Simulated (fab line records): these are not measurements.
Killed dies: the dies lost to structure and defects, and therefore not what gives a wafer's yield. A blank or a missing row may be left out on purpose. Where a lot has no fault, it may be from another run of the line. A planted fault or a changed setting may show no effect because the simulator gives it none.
Check of tool commonality -- flow ritCmos -- 15 lots and 45 wafers in the sample

== WHAT PROMPTED THE OPENING ==
RIT_PSD_OVL_MEAS_06, reading PSD_OVL: flagged on 4 of 15 lots. No-fault wafers: 0.4 nm, standard deviation 1.4.
Rule: a lot is flagged in two cases, either no wafer of it has a number, or all its wafers with numbers fall more than 4 standard deviations from that mean. As for the other lots, they are considered sound.

lot,measured,on,"PSD_OVL (nm), wafer by wafer",flag
L756,day 3 03:50,overlay-02,-0.6 2.2 -0.9,
L757,day 3 11:46,overlay-02,0.0 -0.2 0.6,
L759,day 3 20:43,overlay-02,2.3 1.7 -0.4,
L758,day 3 21:00,overlay-01,-0.1 -1.6 -0.9,
L760,day 3 22:27,overlay-01,1.2 -0.8 1.3,
L762,day 4 14:58,overlay-02,-0.8 0.4 -0.2,
L764,day 4 20:42,overlay-01,131.1 132.2 131.3,FLAGGED
L765,day 5 02:32,overlay-01,132.7 130.6 131.8,FLAGGED
L766,day 5 04:29,overlay-01,129.1 129.7 131.6,FLAGGED
L767,day 5 11:30,overlay-01,2.2 1.4 1.4,
L768,day 5 14:39,overlay-01,133.1 131.8 130.4,FLAGGED
L771,day 6 03:44,overlay-02,0.5 0.1 -0.8,
L772,day 6 08:40,overlay-01,0.7 0.4 0.9,
L773,day 6 16:28,overlay-02,0.5 -0.1 -0.9,
L775,day 7 00:17,overlay-01,-1.5 -1.1 -0.5,
Average over the flagged lots: 131.3 nm; offset from the usual +130.9 nm, equal to +93 standard deviations.

== TOOL THAT RAN EACH LOT ==
The record holds 1 process step before the reading, out of a route of 202 steps. Every cell lists first the tool, next ch and the chambers used by the sampled wafers, and last the start.
lot,flag,RIT_PSD_EXPOSE_03
L756,,"ilineStepper-02 ch 0, day 3 03:22"
L757,,"ilineStepper-01 ch 0, day 3 11:23"
L759,,"ilineStepper-02 ch 0, day 3 20:09"
L758,,"ilineStepper-01 ch 0, day 3 20:24"
L760,,"ilineStepper-02 ch 0, day 3 22:04"
L762,,"ilineStepper-02 ch 0, day 4 14:35"
L764,FLAGGED,"ilineStepper-01 ch 0, day 4 20:14"
L765,FLAGGED,"ilineStepper-01 ch 0, day 5 02:10"
L766,FLAGGED,"ilineStepper-01 ch 0, day 5 04:07"
L767,,"ilineStepper-02 ch 0, day 5 11:06"
L768,FLAGGED,"ilineStepper-01 ch 0, day 5 14:03"
L771,,"ilineStepper-02 ch 0, day 6 03:21"
L772,,"ilineStepper-02 ch 0, day 6 08:16"
L773,,"ilineStepper-02 ch 0, day 6 16:04"
L775,,"ilineStepper-02 ch 0, day 6 23:53"
What is done by these steps:
- RIT_PSD_EXPOSE_03: exposes mask M10, target cd 40900 nm.
- RIT_PSD_OVL_MEAS_06

== FLAGGED OVER TOTAL, TOOL BY TOOL (the gauges that took the reading come last) ==
step,tool,lots run,flagged,share of the flagged lots,sound lots run after its first flagged lot
RIT_PSD_EXPOSE_03,ilineStepper-01,6,4,all,0
RIT_PSD_EXPOSE_03,ilineStepper-02,9,0,none,-
RIT_PSD_OVL_MEAS_06,overlay-01,9,4,all,"3 (L767,L772,L775)"
RIT_PSD_OVL_MEAS_06,overlay-02,6,0,none,-

== WHAT THE TABLE ALLOWS ==
2 rows of the table ran every flagged lot: ilineStepper-01 at RIT_PSD_EXPOSE_03, overlay-01 at RIT_PSD_OVL_MEAS_06.
- ilineStepper-01 at RIT_PSD_EXPOSE_03 ran 6 lots, 4 of them flagged. It ran its last sound lot, L758, at day 3 20:24 and its first flagged lot, L764, at day 4 20:14: a fault with its onset between the two fits.
- overlay-01 at RIT_PSD_OVL_MEAS_06 ran 9 lots, 4 of them flagged. After the first flagged lot (L767, L772, L775), sound lots still ran on it; a lasting fault on the whole tool would not permit that.
What remains is a single tool, ilineStepper-01 at RIT_PSD_EXPOSE_03.

== WHAT THE SIMULATOR HAD PUT IN ==
Scanner matching overlay: ilineStepper-01, from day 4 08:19 on, at RIT_PSD_EXPOSE_03. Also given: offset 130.
Shown lots that were struck: L764, L765, L766, L768. This agrees with what the rule above found.
